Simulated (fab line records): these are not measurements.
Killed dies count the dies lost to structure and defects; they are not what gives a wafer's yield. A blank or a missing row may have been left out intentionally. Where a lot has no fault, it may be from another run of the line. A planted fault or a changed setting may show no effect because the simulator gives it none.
8D (eight disciplines) problem report, filled in by code || flow berkeley_cmos170 || the parts of the form that need people (team, actions taken, sign-off) are left out

## 1. THE ISSUE
Across 9 wafers from 3 lots, V2_POLISHED_THK at UCB170_V2_THK_MEAS_04 averages 1075.0 nm, while fault-free wafers read 1000.3 nm with a standard deviation of 1.4. Relative to the usual mean, that is a shift of +53 standard deviations.
First observed at day 12 09:54: wafer L538.4, on film_metro-02. At this step, 45 wafers from 15 lots have a number in the record. Rule for "out", or "out of limits": more than 4 standard deviations from the usual mean. Any other wafer with a number is counted as sound.

## 2. WHAT IT IS, WHAT IT ISN'T
{"question": "which readings at this step", "is": "V2_POLISHED_THK", "is not": "-"}
{"question": "which lots", "is": "L536, L538, L539", "is not": "L525, L526, L527, L529, L530, L531, L533, L534, L535, L544, L546, L548"}
{"question": "which wafers of those lots", "is": "all that have a number", "is not": "-"}
{"question": "read on which gauges", "is": "film_metro-02, film_metro-03", "is not": "film_metro-04"}
{"question": "when", "is": "from day 12 09:54", "is not": "up to then (27 sound wafers); but 9 sound wafers of L544, L546, L548 came after"}

## 3. WHAT RULES OUT EACH SUSPECT
Counting: a tool at a process step up to the reading stays a suspect if it ran every lot that is out and no sound lot after the first of them.
- the gauge at UCB170_V2_THK_MEAS_04 has been ruled out. 2 gauges (film_metro-02, film_metro-03) read the wafers that are out.
- cmp-02 at UCB170_V2_CMP_02 (polishes SiO2): kept. All lots that are out passed through it, beginning with L536 at day 12 06:13, and no sound lot followed; its final sound lot before that point was L534 at day 11 12:16.
Remaining after the count: cmp-02 at UCB170_V2_CMP_02.

## 4. THE CAUSE (what the simulator had put in)
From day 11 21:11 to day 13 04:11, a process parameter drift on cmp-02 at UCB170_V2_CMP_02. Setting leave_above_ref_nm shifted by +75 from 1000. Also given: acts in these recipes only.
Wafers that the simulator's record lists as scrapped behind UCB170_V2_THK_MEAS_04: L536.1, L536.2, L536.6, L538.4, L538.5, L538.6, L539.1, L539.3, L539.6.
After counting, this tool was the only one left.

## 5. THE CHAIN OF EFFECTS, in route order
Each row: a reading whose mean over the struck wafers that have a number lies more than 3 standard deviations from the usual. Only readings for which the record gives a usual standard deviation are gone through. hours: the time from each lot's start at the first step in this table that gives one to its start at this step, as a median over the lots. sigmas: the change in usual standard deviations.
{"hours": 0, "step": "UCB170_V2_THK_MEAS_04", "reading": "V2_POLISHED_THK", "usual": "1000.3 nm", "on struck wafers": 1075.0, "change": "+74.7", "sigmas": "+53"}

## 6. WHAT WOULD HAVE CAUGHT IT SOONER
Counted from the fault's start at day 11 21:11, it took 13 hours until the first out-of-limits reading at a measuring or inspecting step in this record, taken at day 12 09:54.
Tool readings at UCB170_V2_CMP_02 with a usual standard deviation given in the record: none out on any struck wafer, hence no alarm at a limit of 4 standard deviations on them.
Lots out: 3; of these, L539 started UCB170_V2_CMP_02 on cmp-02 after day 12 09:54. It would have been spared by a hold on the tool at that moment.
